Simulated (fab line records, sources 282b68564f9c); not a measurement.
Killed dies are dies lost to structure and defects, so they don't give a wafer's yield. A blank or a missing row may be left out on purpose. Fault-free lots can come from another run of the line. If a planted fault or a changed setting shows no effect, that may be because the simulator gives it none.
fab line records || flow rit-cmos
record {"lots": 15, "wafers": 45, "last-day": 7}
route steps=202 shown GATE@75 FOX2@80
lots with no fault: from the same line, run without faults
start-h: hours from the record's first day to the start of the lot's first wafer shown || wait-h: time in hours since the lot's previous step || " same as the row above || L1.1+2: a single row standing in for several wafers || - no value, or no start was given || * or withheld: withheld || < > ~ a bound
route shown NAME@n: a module of which the file shows steps, and the number in the route of the first || usual: the fault-free wafers' mean and standard deviation || same: alike in all rows || chamber/n: place in a boat || sites: the reading at each site || _std_site: standard deviation across them || _edge_site: inner sites' mean taken away from outer sites' mean || radius-mm: how far each site lies from the wafer's centre || mask NAME#n: copy n || behind: the last tool/chamber to shape the wafer || hold: why the lot was held/for how many hours/how that ended || device: the n, p or np transistor that did not switch || end of line: the same wafers' tests at the end of the route || where a step has no rows: the recipe by itself || killed: at the first sort, the dies lost to defects and structure; wafer yield is something else || map: dies across one wafer; x = killed, . = not, _ = none there
set.NAME: the setting as run; set.NAME@STEP: as run at that earlier step || model.NAME: the simulator's own value behind a step, which no gauge read
the route's steps for a sample of lots (tables are steps, rows are wafers)
services: the hour from which a tool's chamber was out of use, counted from the record's first day as start-h (under 0 if before that day), plus the number of hours and why
## steps
# step RIT_GATE_WET_ETCH_00
# recipe {"chemistry": "BOE", "target": "SiO2", "target-depth-nm": 56, "time-s": 60, "dry": "n2-spin", "dilution": "10:1", "temp-c": 21.5}
# usual {"run-length-s": "88/3.3"}
{"lot.wafer": "L604.1", "tool": "wet-bench-02", "chamber": 1, "start-h": 36.18, "wait-h": 0.1, "run-length-s": 87}
{"lot.wafer": "L604.4", "tool": "wet-bench-02", "chamber": 1, "start-h": 36.18, "wait-h": 0.1, "run-length-s": 87}
{"lot.wafer": "L604.6", "tool": "wet-bench-02", "chamber": 1, "start-h": 36.18, "wait-h": 0.1, "run-length-s": 87}
{"lot.wafer": "L605.2", "tool": "wet-bench-04", "chamber": 3, "start-h": 40.69, "wait-h": 0.0, "run-length-s": 86}
{"lot.wafer": "L605.3", "tool": "wet-bench-04", "chamber": 3, "start-h": 40.69, "wait-h": 0.0, "run-length-s": 86}
{"lot.wafer": "L605.4", "tool": "wet-bench-04", "chamber": 3, "start-h": 40.69, "wait-h": 0.0, "run-length-s": 86}
{"lot.wafer": "L606.1", "tool": "wet-bench-02", "chamber": 1, "start-h": 42.66, "wait-h": 0.1, "run-length-s": 88}
{"lot.wafer": "L606.2", "tool": "wet-bench-02", "chamber": 1, "start-h": 42.66, "wait-h": 0.1, "run-length-s": 88}
{"lot.wafer": "L606.5", "tool": "wet-bench-02", "chamber": 1, "start-h": 42.66, "wait-h": 0.1, "run-length-s": 88}
{"lot.wafer": "L607.2", "tool": "wet-bench-02", "chamber": 1, "start-h": 46.76, "wait-h": 0.0, "run-length-s": 87}
{"lot.wafer": "L607.5", "tool": "wet-bench-02", "chamber": 1, "start-h": 46.76, "wait-h": 0.0, "run-length-s": 87}
{"lot.wafer": "L607.6", "tool": "wet-bench-02", "chamber": 1, "start-h": 46.76, "wait-h": 0.0, "run-length-s": 87}
{"lot.wafer": "L608.2", "tool": "wet-bench-02", "chamber": 0, "start-h": 52.81, "wait-h": 0.0, "run-length-s": 92}
{"lot.wafer": "L608.3", "tool": "wet-bench-02", "chamber": 0, "start-h": 52.81, "wait-h": 0.0, "run-length-s": 92}
{"lot.wafer": "L608.4", "tool": "wet-bench-02", "chamber": 0, "start-h": 52.81, "wait-h": 0.0, "run-length-s": 92}
{"lot.wafer": "L609.3", "tool": "wet-bench-02", "chamber": 1, "start-h": 57.75, "wait-h": 0.0, "run-length-s": 94}
{"lot.wafer": "L609.4", "tool": "wet-bench-02", "chamber": 1, "start-h": 57.75, "wait-h": 0.0, "run-length-s": 94}
{"lot.wafer": "L609.6", "tool": "wet-bench-02", "chamber": 1, "start-h": 57.75, "wait-h": 0.0, "run-length-s": 94}
{"lot.wafer": "L610.2", "tool": "wet-bench-04", "chamber": 1, "start-h": 62.71, "wait-h": 0.0, "run-length-s": 86}
{"lot.wafer": "L610.4", "tool": "wet-bench-04", "chamber": 1, "start-h": 62.71, "wait-h": 0.0, "run-length-s": 86}
{"lot.wafer": "L610.6", "tool": "wet-bench-04", "chamber": 1, "start-h": 62.71, "wait-h": 0.0, "run-length-s": 86}
{"lot.wafer": "L611.1", "tool": "wet-bench-02", "chamber": 1, "start-h": 66.19, "wait-h": 0.1, "run-length-s": 65}
{"lot.wafer": "L611.2", "tool": "wet-bench-02", "chamber": 1, "start-h": 66.19, "wait-h": 0.1, "run-length-s": 65}
{"lot.wafer": "L611.4", "tool": "wet-bench-02", "chamber": 1, "start-h": 66.19, "wait-h": 0.1, "run-length-s": 65}
{"lot.wafer": "L612.1", "tool": "wet-bench-02", "chamber": 0, "start-h": 72.04, "wait-h": 0.1, "run-length-s": 64}
{"lot.wafer": "L612.5", "tool": "wet-bench-02", "chamber": 0, "start-h": 72.04, "wait-h": 0.1, "run-length-s": 64}
{"lot.wafer": "L612.6", "tool": "wet-bench-02", "chamber": 0, "start-h": 72.04, "wait-h": 0.1, "run-length-s": 64}
{"lot.wafer": "L614.1", "tool": "wet-bench-04", "chamber": 2, "start-h": 83.11, "wait-h": 0.1, "run-length-s": 85}
{"lot.wafer": "L614.3", "tool": "wet-bench-04", "chamber": 2, "start-h": 83.11, "wait-h": 0.1, "run-length-s": 85}
{"lot.wafer": "L614.5", "tool": "wet-bench-04", "chamber": 2, "start-h": 83.11, "wait-h": 0.1, "run-length-s": 85}
{"lot.wafer": "L615.2", "tool": "wet-bench-02", "chamber": 2, "start-h": 86.22, "wait-h": 0.0, "run-length-s": 58}
{"lot.wafer": "L615.4", "tool": "wet-bench-02", "chamber": 2, "start-h": 86.22, "wait-h": 0.0, "run-length-s": 58}
{"lot.wafer": "L615.5", "tool": "wet-bench-02", "chamber": 2, "start-h": 86.22, "wait-h": 0.0, "run-length-s": 58}
{"lot.wafer": "L620.1", "tool": "wet-bench-01", "chamber": 3, "start-h": 112.09, "wait-h": 0.1, "run-length-s": 93}
{"lot.wafer": "L620.3", "tool": "wet-bench-01", "chamber": 3, "start-h": 112.09, "wait-h": 0.1, "run-length-s": 93}
{"lot.wafer": "L620.6", "tool": "wet-bench-01", "chamber": 3, "start-h": 112.09, "wait-h": 0.1, "run-length-s": 93}
{"lot.wafer": "L624.1", "tool": "wet-bench-01", "chamber": 0, "start-h": 132.95, "wait-h": 0.1, "run-length-s": 93}
{"lot.wafer": "L624.3", "tool": "wet-bench-01", "chamber": 0, "start-h": 132.95, "wait-h": 0.1, "run-length-s": 93}
{"lot.wafer": "L624.6", "tool": "wet-bench-01", "chamber": 0, "start-h": 132.95, "wait-h": 0.1, "run-length-s": 93}
{"lot.wafer": "L626.3", "tool": "wet-bench-04", "chamber": 1, "start-h": 142.08, "wait-h": 0.0, "run-length-s": 86}
{"lot.wafer": "L626.4", "tool": "wet-bench-04", "chamber": 1, "start-h": 142.08, "wait-h": 0.0, "run-length-s": 86}
{"lot.wafer": "L626.5", "tool": "wet-bench-04", "chamber": 1, "start-h": 142.08, "wait-h": 0.0, "run-length-s": 86}
{"lot.wafer": "L627.2", "tool": "wet-bench-04", "chamber": 1, "start-h": 145.99, "wait-h": 0.0, "run-length-s": 86}
{"lot.wafer": "L627.5", "tool": "wet-bench-04", "chamber": 1, "start-h": 145.99, "wait-h": 0.0, "run-length-s": 86}
{"lot.wafer": "L627.6", "tool": "wet-bench-04", "chamber": 1, "start-h": 145.99, "wait-h": 0.0, "run-length-s": 86}
# step RIT_FOX2_THK_MEAS_91
# recipe {"reads": "SiO2_of_FOX2_OXIDATION_00"}
# usual {"FIELD_OXIDE_LEFT_2_THK": "255/6.3"}
{"lot.wafer": "L604.1", "tool": "film-metro-02", "chamber": "-", "start-h": 36.60, "wait-h": 0.0, "FIELD_OXIDE_LEFT_2_THK[nm]": 248}
{"lot.wafer": "L604.4", "tool": "film-metro-02", "chamber": "-", "start-h": 36.60, "wait-h": 0.0, "FIELD_OXIDE_LEFT_2_THK[nm]": 252}
{"lot.wafer": "L604.6", "tool": "film-metro-02", "chamber": "-", "start-h": 36.60, "wait-h": 0.0, "FIELD_OXIDE_LEFT_2_THK[nm]": 254}
{"lot.wafer": "L605.2", "tool": "film-metro-02", "chamber": "-", "start-h": 41.12, "wait-h": 0.0, "FIELD_OXIDE_LEFT_2_THK[nm]": 246}
{"lot.wafer": "L605.3", "tool": "film-metro-02", "chamber": "-", "start-h": 41.12, "wait-h": 0.0, "FIELD_OXIDE_LEFT_2_THK[nm]": 242}
{"lot.wafer": "L605.4", "tool": "film-metro-02", "chamber": "-", "start-h": 41.12, "wait-h": 0.0, "FIELD_OXIDE_LEFT_2_THK[nm]": 251}
{"lot.wafer": "L606.1", "tool": "film-metro-01", "chamber": "-", "start-h": 43.07, "wait-h": 0.0, "FIELD_OXIDE_LEFT_2_THK[nm]": 249}
{"lot.wafer": "L606.2", "tool": "film-metro-01", "chamber": "-", "start-h": 43.07, "wait-h": 0.0, "FIELD_OXIDE_LEFT_2_THK[nm]": 247}
{"lot.wafer": "L606.5", "tool": "film-metro-01", "chamber": "-", "start-h": 43.07, "wait-h": 0.0, "FIELD_OXIDE_LEFT_2_THK[nm]": 248}
{"lot.wafer": "L607.2", "tool": "film-metro-02", "chamber": "-", "start-h": 47.19, "wait-h": 0.0, "FIELD_OXIDE_LEFT_2_THK[nm]": 261}
{"lot.wafer": "L607.5", "tool": "film-metro-02", "chamber": "-", "start-h": 47.19, "wait-h": 0.0, "FIELD_OXIDE_LEFT_2_THK[nm]": 254}
{"lot.wafer": "L607.6", "tool": "film-metro-02", "chamber": "-", "start-h": 47.19, "wait-h": 0.0, "FIELD_OXIDE_LEFT_2_THK[nm]": 253}
{"lot.wafer": "L608.2", "tool": "film-metro-02", "chamber": "-", "start-h": 53.27, "wait-h": 0.0, "FIELD_OXIDE_LEFT_2_THK[nm]": 254}
{"lot.wafer": "L608.3", "tool": "film-metro-02", "chamber": "-", "start-h": 53.27, "wait-h": 0.0, "FIELD_OXIDE_LEFT_2_THK[nm]": 248}
{"lot.wafer": "L608.4", "tool": "film-metro-02", "chamber": "-", "start-h": 53.27, "wait-h": 0.0, "FIELD_OXIDE_LEFT_2_THK[nm]": 249}
{"lot.wafer": "L609.3", "tool": "film-metro-02", "chamber": "-", "start-h": 58.22, "wait-h": 0.0, "FIELD_OXIDE_LEFT_2_THK[nm]": 253}
{"lot.wafer": "L609.4", "tool": "film-metro-02", "chamber": "-", "start-h": 58.22, "wait-h": 0.0, "FIELD_OXIDE_LEFT_2_THK[nm]": 255}
{"lot.wafer": "L609.6", "tool": "film-metro-02", "chamber": "-", "start-h": 58.22, "wait-h": 0.0, "FIELD_OXIDE_LEFT_2_THK[nm]": 251}
{"lot.wafer": "L610.2", "tool": "film-metro-04", "chamber": "-", "start-h": 63.17, "wait-h": 0.0, "FIELD_OXIDE_LEFT_2_THK[nm]": 258}
{"lot.wafer": "L610.4", "tool": "film-metro-04", "chamber": "-", "start-h": 63.17, "wait-h": 0.0, "FIELD_OXIDE_LEFT_2_THK[nm]": 255}
{"lot.wafer": "L610.6", "tool": "film-metro-04", "chamber": "-", "start-h": 63.17, "wait-h": 0.0, "FIELD_OXIDE_LEFT_2_THK[nm]": 261}
{"lot.wafer": "L611.1", "tool": "film-metro-01", "chamber": "-", "start-h": 66.62, "wait-h": 0.0, "FIELD_OXIDE_LEFT_2_THK[nm]": 287}
{"lot.wafer": "L611.2", "tool": "film-metro-01", "chamber": "-", "start-h": 66.62, "wait-h": 0.0, "FIELD_OXIDE_LEFT_2_THK[nm]": 288}
{"lot.wafer": "L611.4", "tool": "film-metro-01", "chamber": "-", "start-h": 66.62, "wait-h": 0.0, "FIELD_OXIDE_LEFT_2_THK[nm]": 291}
{"lot.wafer": "L612.1", "tool": "film-metro-02", "chamber": "-", "start-h": 72.49, "wait-h": 0.0, "FIELD_OXIDE_LEFT_2_THK[nm]": 283}
{"lot.wafer": "L612.5", "tool": "film-metro-02", "chamber": "-", "start-h": 72.49, "wait-h": 0.0, "FIELD_OXIDE_LEFT_2_THK[nm]": 277}
{"lot.wafer": "L612.6", "tool": "film-metro-02", "chamber": "-", "start-h": 72.49, "wait-h": 0.0, "FIELD_OXIDE_LEFT_2_THK[nm]": 280}
{"lot.wafer": "L614.1", "tool": "film-metro-02", "chamber": "-", "start-h": 83.52, "wait-h": 0.0, "FIELD_OXIDE_LEFT_2_THK[nm]": 245}
{"lot.wafer": "L614.3", "tool": "film-metro-02", "chamber": "-", "start-h": 83.52, "wait-h": 0.0, "FIELD_OXIDE_LEFT_2_THK[nm]": 246}
{"lot.wafer": "L614.5", "tool": "film-metro-02", "chamber": "-", "start-h": 83.52, "wait-h": 0.0, "FIELD_OXIDE_LEFT_2_THK[nm]": 246}
{"lot.wafer": "L615.2", "tool": "film-metro-04", "chamber": "-", "start-h": 86.65, "wait-h": 0.0, "FIELD_OXIDE_LEFT_2_THK[nm]": 284}
{"lot.wafer": "L615.4", "tool": "film-metro-04", "chamber": "-", "start-h": 86.65, "wait-h": 0.0, "FIELD_OXIDE_LEFT_2_THK[nm]": 292}
{"lot.wafer": "L615.5", "tool": "film-metro-04", "chamber": "-", "start-h": 86.65, "wait-h": 0.0, "FIELD_OXIDE_LEFT_2_THK[nm]": 287}
{"lot.wafer": "L620.1", "tool": "film-metro-01", "chamber": "-", "start-h": 112.55, "wait-h": 0.0, "FIELD_OXIDE_LEFT_2_THK[nm]": 261}
{"lot.wafer": "L620.3", "tool": "film-metro-01", "chamber": "-", "start-h": 112.55, "wait-h": 0.0, "FIELD_OXIDE_LEFT_2_THK[nm]": 262}
{"lot.wafer": "L620.6", "tool": "film-metro-01", "chamber": "-", "start-h": 112.55, "wait-h": 0.0, "FIELD_OXIDE_LEFT_2_THK[nm]": 254}
{"lot.wafer": "L624.1", "tool": "film-metro-02", "chamber": "-", "start-h": 133.38, "wait-h": 0.0, "FIELD_OXIDE_LEFT_2_THK[nm]": 249}
{"lot.wafer": "L624.3", "tool": "film-metro-02", "chamber": "-", "start-h": 133.38, "wait-h": 0.0, "FIELD_OXIDE_LEFT_2_THK[nm]": 250}
{"lot.wafer": "L624.6", "tool": "film-metro-02", "chamber": "-", "start-h": 133.38, "wait-h": 0.0, "FIELD_OXIDE_LEFT_2_THK[nm]": 250}
{"lot.wafer": "L626.3", "tool": "film-metro-04", "chamber": "-", "start-h": 142.56, "wait-h": 0.0, "FIELD_OXIDE_LEFT_2_THK[nm]": 265}
{"lot.wafer": "L626.4", "tool": "film-metro-04", "chamber": "-", "start-h": 142.56, "wait-h": 0.0, "FIELD_OXIDE_LEFT_2_THK[nm]": 263}
{"lot.wafer": "L626.5", "tool": "film-metro-04", "chamber": "-", "start-h": 142.56, "wait-h": 0.0, "FIELD_OXIDE_LEFT_2_THK[nm]": 261}
{"lot.wafer": "L627.2", "tool": "film-metro-04", "chamber": "-", "start-h": 146.63, "wait-h": 0.0, "FIELD_OXIDE_LEFT_2_THK[nm]": 255}
{"lot.wafer": "L627.5", "tool": "film-metro-04", "chamber": "-", "start-h": 146.63, "wait-h": 0.0, "FIELD_OXIDE_LEFT_2_THK[nm]": 257}
{"lot.wafer": "L627.6", "tool": "film-metro-04", "chamber": "-", "start-h": 146.63, "wait-h": 0.0, "FIELD_OXIDE_LEFT_2_THK[nm]": 252}
## services
{"tool": "wet-bench-02", "chamber": "-", "start-h": 14.39, "hours": 3.2, "kind": "repair"}
{"tool": "wet-bench-01", "chamber": "-", "start-h": 36.65, "hours": 69.6, "kind": "pm"}
{"tool": "wet-bench-04", "chamber": "-", "start-h": 55.09, "hours": 1.2, "kind": "repair"}
## key
first-sign {"step": "RIT_GATE_WET_ETCH_00", "reading": "run-length-s", "direction": "down", "sigmas": 7.9, "usual": "*", "struck": "*"}
effect {"step": "RIT_FOX2_THK_MEAS_91", "reading": "FIELD_OXIDE_LEFT_2_THK", "direction": "up", "sigmas": 4.8, "usual": 255, "struck": 285}
met-at RIT_GATE_WET_ETCH_00
struck-lots L611,L612,L615
later-rows-left-out L611.1,L611.2,L611.4,L612.1,L612.5,L612.6,L615.2,L615.4,L615.5
sort-left-out L611.1,L611.2,L611.4,L612.1,L612.5,L612.6,L615.2,L615.4,L615.5
tester-left-out L611,L612,L615
onset-between 57.75 66.19
fault {"kind": "process-parameter-drift", "tool": "wet-bench-02", "chamber": "-", "onset-h": 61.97, "steps": "RIT_GATE_WET_ETCH_00", "channel": "time-s", "offset": "*", "shape": "step", "end-h": 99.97, "acts-in": "*", "stated": "*"}
# tester-left-out: of these lots the tester's yield and bins aren't shown, on N5 and GAA mostly nor the transistor test; their killed dies are dies lost to structure and defects alone, not to doping, threshold or leakage, so they don't give the yield
# sort-left-out: the simulated sort isn't trusted on such a fault, so these wafers' sort isn't shown, and their yield isn't known
# later-rows-left-out: the simulator's readings of these wafers behind a module that went badly wrong aren't trusted and aren't shown, but for the sort
